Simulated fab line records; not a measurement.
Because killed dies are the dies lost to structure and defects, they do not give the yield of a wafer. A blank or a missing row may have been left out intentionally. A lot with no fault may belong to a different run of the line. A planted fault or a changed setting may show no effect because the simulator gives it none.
fab line records	flow berkeleyCmos170
record: lots: 14	wafers: 42	lastDay: 13
route steps=331 shown M1@248 V1@254 M3@310
lots untouched by any fault: they come from a run of this same line in which no faults occurred
startH: start of the lot's first displayed wafer, in hours after the record's first day	waitH: hours since the lot's step before	" repeats the value in the row above	L1.1+2: several wafers, shown together as one row	- no value, or no start was given	* or withheld: withheld	< > ~ a bound
route shown NAME@n: NAME is a module with steps in the file, n the number in the route of the first one	usual: mean/standard deviation taken from wafers without a fault	same: alike in all rows	chamber/n: place in a boat	sites: each site's reading	_std_site: how widely they spread, as a standard deviation	_edge_site: mean of outer sites minus mean of inner sites	radiusMm: for every site, how far away it sits from the centre of the wafer	mask NAME#n: copy n	behind: the last tool/chamber to shape the wafer	hold: what put the lot on hold/how long, in hours/how the hold closed	device: transistor that didn't switch, given as n, p or np	end of line: the route-end tests of the same wafers	a step without rows: its recipe alone	killed: dies lost to structure and defects at the first sort, not the wafer's yield	map: the dies of a wafer, with x for killed, . for not killed, _ for no die there
set.NAME: setting as actually run; set.NAME@STEP: the setting as run at that earlier step	model.NAME: the simulator's own value behind a step, which no gauge read
route steps across a sampled set of lots; one table per step, one row per wafer
services: when a tool's chamber went out of use (startH, in hours from the record's first day, below 0 if earlier), for how many hours, and the reason
== steps ==
step: UCB170_M1_OVL_MEAS_10
usual: M1_OVL: -6/5.8
lot.wafer	tool	chamber	startH	waitH	M1_OVL[nm]
L806.1	overlay-01	-	167.85	0.1	-4
L806.2	"	-	"	"	-8
L806.6	"	-	"	"	-5
L808.4	overlay-02	-	183.63	0.1	-13
L808.5	"	-	"	"	-11
L808.6	"	-	"	"	-12
L810.1	overlay-01	-	194.78	0.1	-6
L810.2	"	-	"	"	-6
L810.6	"	-	"	"	-13
L811.2	overlay-02	-	195.72	0.1	-3
L811.4	"	-	"	"	-20
L811.5	"	-	"	"	-6
L813.3	overlay-02	-	206.46	0.1	-5
L813.4	"	-	"	"	-1
L813.6	"	-	"	"	-6
L814.3	overlay-01	-	221.07	0.1	-4
L814.4	"	-	"	"	1
L814.5	"	-	"	"	-9
L815.3	overlay-01	-	222.69	0.1	-8
L815.4	"	-	"	"	1
L815.5	"	-	"	"	-8
L816.2	overlay-01	-	223.40	0.1	1
L816.4	"	-	"	"	6
L816.6	"	-	"	"	0
L819.1	overlay-02	-	239.22	0.1	2
L819.3	"	-	"	"	6
L819.6	"	-	"	"	-4
L824.1	overlay-02	-	267.71	0.1	-2
L824.2	"	-	"	"	0
L824.6	"	-	"	"	7
L825.1	overlay-02	-	276.55	0.1	-2
L825.4	"	-	"	"	-2
L825.5	"	-	"	"	-6
L826.1	overlay-02	-	287.41	0.1	-17
L826.2	"	-	"	"	-6
L826.3	"	-	"	"	-4
L827.1	overlay-01	-	303.01	0.1	-6
L827.3	"	-	"	"	-20
L827.5	"	-	"	"	-9
L828.2	overlay-02	-	303.30	0.1	-8
L828.3	"	-	"	"	-8
L828.4	"	-	"	"	-5
step: UCB170_M1_STRIP_13
recipe: chemistry: O2	powerW: 400	pressureMtorr: 3500	platenTempC: withheld	o2FlowSccm: 400	overashFraction: 0.5
usual: drypumpMotorCurrentA: 5.9/0.44	o2FlowSccm: 400.0/1.2	oesProductAu: 0.720/0.0051
lot.wafer	tool	chamber	startH	waitH	drypumpMotorCurrentA	o2FlowSccm	oesProductAu	rfHoursCounterH
L806.1	plasmaAsher-02	1	168.06	0.1	6.1	400.6	0.715	45
L806.2	"	0	"	"	6.7	400.2	0.727	45
L806.6	"	1	"	"	6.1	400.2	0.717	-
L808.4	plasmaAsher-03	1	183.99	0.1	6.2	401.6	0.714	-
L808.5	"	0	"	"	5.9	401.3	0.723	-
L808.6	"	1	"	"	6.2	401.0	0.716	-
L810.1	plasmaAsher-04	1	194.99	0.1	5.3	398.2	0.719	45
L810.2	"	0	"	"	5.4	401.1	0.715	45
L810.6	"	0	"	"	5.4	401.2	0.725	-
L811.2	plasmaAsher-03	1	196.06	0.2	6.2	399.7	0.723	9
L811.4	"	1	"	"	6.2	400.3	0.710	-
L811.5	"	0	"	"	5.8	401.2	0.722	-
L813.3	plasmaAsher-04	0	206.69	0.1	5.4	399.1	0.716	-
L813.4	"	1	"	"	5.3	401.5	0.716	-
L813.6	"	1	"	"	5.3	400.8	0.717	-
L814.3	plasmaAsher-04	0	221.43	0.2	5.4	398.0	0.734	-
L814.4	"	1	"	"	5.3	399.9	0.718	-
L814.5	"	1	"	"	5.3	400.4	0.718	-
L815.3	plasmaAsher-02	1	222.96	0.1	6.1	400.6	0.724	-
L815.4	"	0	"	"	6.7	399.7	0.719	-
L815.5	"	1	"	"	6.1	401.4	0.717	-
L816.2	plasmaAsher-04	1	223.74	0.2	5.3	400.9	0.725	48
L816.4	"	0	"	"	5.4	399.0	0.722	-
L816.6	"	1	"	"	5.3	399.3	0.721	-
L819.1	plasmaAsher-04	0	239.44	0.1	5.4	399.5	0.732	49
L819.3	"	0	"	"	5.4	401.2	0.722	-
L819.6	"	0	"	"	5.4	400.4	0.719	-
L824.1	plasmaAsher-03	1	267.93	0.1	6.2	397.7	0.725	16
L824.2	"	0	"	"	5.9	399.0	0.722	16
L824.6	"	0	"	"	5.9	399.9	0.719	-
L825.1	plasmaAsher-03	0	276.77	0.1	5.9	399.8	0.719	17
L825.4	"	1	"	"	6.1	400.3	0.714	-
L825.5	"	0	"	"	5.8	400.3	0.716	-
L826.1	plasmaAsher-03	0	287.75	0.2	5.9	399.9	0.725	18
L826.2	"	1	"	"	6.2	400.6	0.713	18
L826.3	"	1	"	"	6.2	401.4	0.723	-
L827.1	plasmaAsher-02	1	303.23	0.1	6.1	397.9	0.725	59
L827.3	"	1	"	"	6.1	400.4	0.725	-
L827.5	"	1	"	"	6.1	400.9	0.719	-
L828.2	plasmaAsher-02	1	303.64	0.2	6.1	400.7	0.726	59
L828.3	"	1	"	"	6.0	400.3	0.720	-
L828.4	"	0	"	"	6.7	397.6	0.717	-
step: UCB170_V1_CVD_00
recipe: material: SiO2	targetThkNm: 2000	tempC: 390	precursor: TEOS/O2	timeS: 250	rfW: 550	pressureMtorr: 9000
usual: heaterPowerW: 256/51
lot.wafer	tool	chamber	startH	waitH	heaterPowerW
L806.1	pecvd-01	2	170.71	0.0	253
L806.2	"	0	"	"	256
L806.6	"	2	"	"	185
L808.4	pecvd-04	0	185.80	0.1	273
L808.5	"	2	"	"	243
L808.6	"	1	"	"	200
L810.1	pecvd-03	0	196.54	0.0	244
L810.2	"	1	"	"	261
L810.6	"	0	"	"	175
L811.2	pecvd-04	1	197.88	0.0	287
L811.4	"	2	"	"	312
L811.5	"	1	"	"	204
L813.3	pecvd-04	1	209.22	0.0	267
L813.4	"	2	"	"	329
L813.6	"	0	"	"	196
L814.3	pecvd-03	2	223.79	0.0	295
L814.4	"	0	"	"	175
L814.5	"	1	"	"	296
L815.3	pecvd-01	2	225.13	0.0	236
L815.4	"	2	"	"	179
L815.5	"	1	"	"	286
L816.2	pecvd-04	2	226.46	0.0	253
L816.4	"	1	"	"	197
L816.6	"	2	"	"	327
L819.1	pecvd-01	1	240.99	0.0	364
L819.3	"	2	"	"	259
L819.6	"	2	"	"	178
L824.1	pecvd-03	2	269.80	0.0	253
L824.2	"	0	"	"	213
L824.6	"	0	"	"	176
L825.1	pecvd-01	2	278.32	0.0	182
L825.4	"	0	"	"	225
L825.5	"	2	"	"	236
L826.1	pecvd-01	0	289.31	0.0	231
L826.2	"	1	"	"	376
L826.3	"	2	"	"	223
L827.1	pecvd-01	2	305.80	0.0	235
L827.3	"	0	"	"	318
L827.5	"	2	"	"	155
L828.2	pecvd-04	0	305.80	0.0	254
L828.3	"	1	"	"	214
L828.4	"	0	"	"	204
step: UCB170_M3_SPUTTER_01
recipe: material: Al	targetThkNm: 900	timeS: 120	powerW: 6000	chamberPressurePa: 0.5
usual: throttleValvePct: 29.2/1.3
lot.wafer	tool	chamber	startH	waitH	throttleValvePct
L806.1	pvdSputter-01	-	179.49	0.0	28.8
L806.2	"	-	"	"	26.8
L806.6	"	-	"	"	28.9
L808.4	pvdSputter-02	-	194.97	0.0	29.9
L808.5	"	-	"	"	29.7
L808.6	"	-	"	"	30.2
L810.1	pvdSputter-01	-	203.88	0.0	29.8
L810.2	"	-	"	"	26.7
L810.6	"	-	"	"	27.0
L811.2	pvdSputter-02	-	205.42	0.0	29.9
L811.4	"	-	"	"	31.3
L811.5	"	-	"	"	29.6
L813.3	pvdSputter-02	-	219.39	0.0	31.5
L813.4	"	-	"	"	29.6
L813.6	"	-	"	"	29.7
L814.3	pvdSputter-04	-	235.60	0.0	30.0
L814.4	"	-	"	"	28.3
L814.5	"	-	"	"	29.5
L815.3	pvdSputter-02	-	235.90	0.0	30.6
L815.4	"	-	"	"	31.4
L815.5	"	-	"	"	29.8
L816.2	pvdSputter-01	-	236.20	0.0	29.0
L816.4	"	-	"	"	26.9
L816.6	"	-	"	"	26.8
L819.1	pvdSputter-02	-	248.60	0.0	29.6
L819.3	"	-	"	"	30.4
L819.6	"	-	"	"	29.8
L824.1	pvdSputter-04	-	280.88	0.0	28.2
L824.2	"	-	"	"	29.6
L824.6	"	-	"	"	30.0
L825.1	pvdSputter-04	-	287.76	0.0	29.8
L825.4	"	-	"	"	29.3
L825.5	"	-	"	"	29.4
L826.1	pvdSputter-04	-	297.44	0.0	29.4
L826.2	"	-	"	"	29.9
L826.3	"	-	"	"	28.4
L827.1	pvdSputter-01	-	313.25	0.0	30.0
L827.3	"	-	"	"	26.7
L827.5	"	-	"	"	29.7
L828.2	pvdSputter-04	-	315.62	0.0	29.5
L828.3	"	-	"	"	28.4
L828.4	"	-	"	"	30.0
step: UCB170_M3_RS_MEAS_02
recipe: thkMeasGauge: four-point-probe	reads: Al_of_M3_SPUTTER_01
usual: M3_AL_RS: 0.03214/0.00029
lot.wafer	tool	chamber	startH	waitH	M3_AL_RS[ohm/sq]
L806.1	filmMetro-01	-	179.58	0.0	0.03227
L806.2	"	-	"	"	0.03226
L806.6	"	-	"	"	0.03218
L808.4	filmMetro-03	-	195.11	0.1	0.03201
L808.5	"	-	"	"	0.0323
L808.6	"	-	"	"	0.03179
L810.1	filmMetro-03	-	203.96	0.0	0.03187
L810.2	"	-	"	"	0.03241
L810.6	"	-	"	"	0.03203
L811.2	filmMetro-03	-	205.52	0.1	0.03234
L811.4	"	-	"	"	0.03187
L811.5	"	-	"	"	0.0322
L813.3	filmMetro-01	-	219.51	0.1	0.03269
L813.4	"	-	"	"	0.03317
L813.6	"	-	"	"	0.03294
L814.3	filmMetro-01	-	235.73	0.1	0.0323
L814.4	"	-	"	"	0.03206
L814.5	"	-	"	"	0.03203
L815.3	filmMetro-03	-	236.03	0.1	0.06021
L815.4	"	-	"	"	0.05942
L815.5	"	-	"	"	0.06024
L816.2	filmMetro-02	-	236.31	0.1	0.03229
L816.4	"	-	"	"	0.03211
L816.6	"	-	"	"	0.03255
L819.1	filmMetro-03	-	248.69	0.0	0.0602
L819.3	"	-	"	"	0.06046
L819.6	"	-	"	"	0.05976
L824.1	filmMetro-03	-	280.96	0.0	0.03192
L824.2	"	-	"	"	0.03201
L824.6	"	-	"	"	0.03182
L825.1	filmMetro-02	-	287.85	0.0	0.03252
L825.4	"	-	"	"	0.03232
L825.5	"	-	"	"	0.0324
L826.1	filmMetro-02	-	297.53	0.0	0.03207
L826.2	"	-	"	"	0.03234
L826.3	"	-	"	"	0.03223
L827.1	filmMetro-03	-	313.33	0.0	0.0318
L827.3	"	-	"	"	0.03217
L827.5	"	-	"	"	0.03176
L828.2	filmMetro-03	-	315.72	0.1	0.03245
L828.3	"	-	"	"	0.03251
L828.4	"	-	"	"	0.03211
step: UCB170_M3_THK_MEAS_03
recipe: thkMeasGauge: xrf	reads: Al_of_M3_SPUTTER_01
usual: M3_AL_THK: 888/9.3
lot.wafer	tool	chamber	startH	waitH	M3_AL_THK[nm]
L806.1	filmMetro-01	-	179.70	0.1	889
L806.2	"	-	"	"	888
L806.6	"	-	"	"	900
L808.4	filmMetro-03	-	195.20	0.1	891
L808.5	"	-	"	"	886
L808.6	"	-	"	"	895
L810.1	filmMetro-03	-	204.08	0.1	893
L810.2	"	-	"	"	881
L810.6	"	-	"	"	887
L811.2	filmMetro-03	-	205.63	0.1	880
L811.4	"	-	"	"	893
L811.5	"	-	"	"	886
L813.3	filmMetro-01	-	219.61	0.1	873
L813.4	"	-	"	"	864
L813.6	"	-	"	"	871
L814.3	filmMetro-01	-	235.83	0.1	888
L814.4	"	-	"	"	896
L814.5	"	-	"	"	891
L815.3	filmMetro-03	-	236.13	0.1	481
L815.4	"	-	"	"	486
L815.5	"	-	"	"	480
L816.2	filmMetro-02	-	236.42	0.1	873
L816.4	"	-	"	"	880
L816.6	"	-	"	"	873
L819.1	filmMetro-03	-	248.81	0.1	477
L819.3	"	-	"	"	476
L819.6	"	-	"	"	483
L824.1	filmMetro-03	-	281.08	0.1	897
L824.2	"	-	"	"	895
L824.6	"	-	"	"	897
L825.1	filmMetro-02	-	287.97	0.1	873
L825.4	"	-	"	"	883
L825.5	"	-	"	"	873
L826.1	filmMetro-02	-	297.65	0.1	884
L826.2	"	-	"	"	878
L826.3	"	-	"	"	885
L827.1	filmMetro-03	-	313.45	0.1	899
L827.3	"	-	"	"	890
L827.5	"	-	"	"	899
L828.2	filmMetro-03	-	315.83	0.1	882
L828.3	"	-	"	"	881
L828.4	"	-	"	"	892
step: UCB170_M3_METAL_ETCH_18
recipe: chemistry: Cl2/BCl3	target: Al	stopOn: SiO2	pressureMtorr: 12	targetDepthA: 11700	overEtchFrac: 0.3	timeS: 195	icpW: 600	biasW: 120	Cl2_flow_sccm: 90	bcl3FlowSccm: 45
usual: bcl3FlowSccm: 45.00/0.14	drypumpMotorCurrentA: 5.9/0.44	oesProductAu: 0.861/0.0097	throttleValvePct: 24.32/0.18
lot.wafer	tool	chamber	startH	waitH	bcl3FlowSccm	drypumpMotorCurrentA	oesProductAu	rfHoursCounterH	throttleValvePct
L806.1	rieMetal-04	1	182.18	-	44.86	6.0	0.858	2.1	24.15
L806.2	"	0	"	"	45.25	6.0	0.856	2.9	24.16
L806.6	"	1	"	"	44.81	5.9	0.867	-	24.12
L808.4	rieMetal-04	1	197.31	-	45.07	6.0	0.855	-	24.14
L808.5	"	1	"	"	44.94	5.9	0.851	-	24.14
L808.6	"	0	"	"	45.02	6.0	0.872	-	24.16
L810.1	rieMetal-02	1	206.03	-	45.12	5.6	0.871	5.3	24.42
L810.2	"	0	"	"	44.97	5.3	0.854	0.2	24.66
L810.6	"	1	"	"	44.85	5.6	0.873	-	24.41
L811.2	rieMetal-03	1	207.64	-	44.95	6.8	0.851	-	24.38
L811.4	"	1	"	"	45.08	6.8	0.847	-	24.41
L811.5	"	1	"	"	44.95	6.8	0.848	-	24.39
L813.3	rieMetal-04	1	221.80	-	45.38	5.9	0.838	-	24.16
L813.4	"	0	"	"	44.85	6.0	0.849	-	24.15
L813.6	"	1	"	"	45.33	6.0	0.848	-	24.16
L814.3	rieMetal-04	1	237.83	-	45.15	5.9	0.847	-	24.15
L814.4	"	0	"	"	45.34	6.0	0.868	-	24.15
L814.5	"	1	"	"	45.16	6.0	0.861	-	24.17
L815.3	rieMetal-02	0	238.14	-	44.97	5.2	0.637	-	24.78
L815.4	"	1	"	"	45.11	5.6	0.640	-	24.51
L815.5	"	0	"	"	45.10	5.2	0.643	-	24.78
L816.2	rieMetal-03	1	238.43	-	44.87	6.7	0.844	-	24.40
L816.4	"	1	"	"	44.75	6.7	0.842	-	24.38
L816.6	"	1	"	"	44.76	6.8	0.840	-	24.38
L819.1	rieMetal-04	1	250.77	-	44.97	6.0	0.641	3.8	24.24
L819.3	"	0	"	"	44.92	6.0	0.640	-	24.27
L819.6	"	1	"	"	45.09	6.0	0.638	-	24.26
L824.1	rieMetal-03	0	284.06	-	45.12	6.6	0.864	3.9	24.38
L824.2	"	1	"	"	44.78	6.7	0.847	7.1	24.40
L824.6	"	1	"	"	45.03	6.7	0.845	-	24.40
L825.1	rieMetal-02	1	290.81	-	45.03	5.6	0.876	7.8	24.42
L825.4	"	0	"	"	44.87	5.2	0.860	-	24.67
L825.5	"	1	"	"	45.01	5.6	0.864	-	24.42
L826.1	rieMetal-04	1	301.20	-	45.04	6.0	0.861	5.2	24.16
L826.2	"	1	"	"	45.10	5.9	0.852	-	24.13
L826.3	"	1	"	"	45.15	6.0	0.858	-	24.14
L827.1	rieMetal-02	1	317.28	-	45.15	5.6	0.876	8.4	24.43
L827.3	"	1	"	"	45.05	5.6	0.870	-	24.43
L827.5	"	0	"	"	44.92	5.3	0.857	-	24.65
L828.2	rieMetal-04	1	319.73	-	44.95	6.0	0.861	6.5	24.15
L828.3	"	1	"	"	44.96	6.0	0.859	-	24.16
L828.4	"	0	"	"	44.96	6.0	0.857	-	24.17
== services ==
tool	chamber	startH	hours	kind
pvdSputter-04	-	154.28	3.6	repair
pvdSputter-02	-	160.47	4.9	repair
rieMetal-03	0	163.80	86.4	repair
pecvd-03	-	176.44	5.5	pm
pecvd-04	-	186.89	0.5	repair
rieMetal-02	-	198.25	0.5	repair
pecvd-01	-	202.83	2.8	pm
rieMetal-02	-	203.54	0.2	repair
rieMetal-03	-	203.79	1.2	repair
pecvd-04	-	216.30	2.5	repair
rieMetal-02	0	241.61	2.5	repair
pecvd-04	-	242.15	2.8	pm
pecvd-01	-	242.50	14.0	pm
pecvd-03	-	244.33	0.5	repair
pecvd-03	-	253.86	0.9	repair
pecvd-03	0	255.34	9.9	repair
plasmaAsher-04	-	257.70	1.3	repair
rieMetal-02	-	258.11	2.8	pm
pecvd-01	0	262.46	2.8	repair
rieMetal-02	0	263.95	12.3	repair
rieMetal-04	0	272.92	40.5	repair
pvdSputter-01	-	298.67	1.1	repair
rieMetal-02	-	302.45	2.4	repair
pvdSputter-01	-	308.43	1.1	repair
== key ==
firstSign: step: UCB170_M3_RS_MEAS_02	reading: M3_AL_RS	direction: up	sigmas: 95	usual: 0.03214	struck: 0.06005
effect: step: UCB170_M3_THK_MEAS_03	reading: M3_AL_THK	direction: down	sigmas: 44	usual: 888	struck: 481
effect: step: UCB170_M3_METAL_ETCH_18	reading: oesProductAu	direction: down	sigmas: 23	usual: 0.861	struck: 0.640
metAt UCB170_M3_SPUTTER_01
struckLots L815,L819
sortLeftOut L815.3,L815.4,L815.5
notActingAt UCB170_M1_OVL_MEAS_10,UCB170_M1_STRIP_13,UCB170_V1_CVD_00
onsetBetween 219.39 235.90
fault: kind: processParameterDrift	tool: pvdSputter-02	chamber: -	onsetH: 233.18	steps: UCB170_M3_SPUTTER_01	channel: targetThkNm	offset: -417.49	shape: step	endH: 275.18	actsIn: theseRecipesOnly	stated: 900
sortLeftOut: the simulated sort isn't trusted on such a fault, so these wafers' sort isn't shown, and their yield isn't known
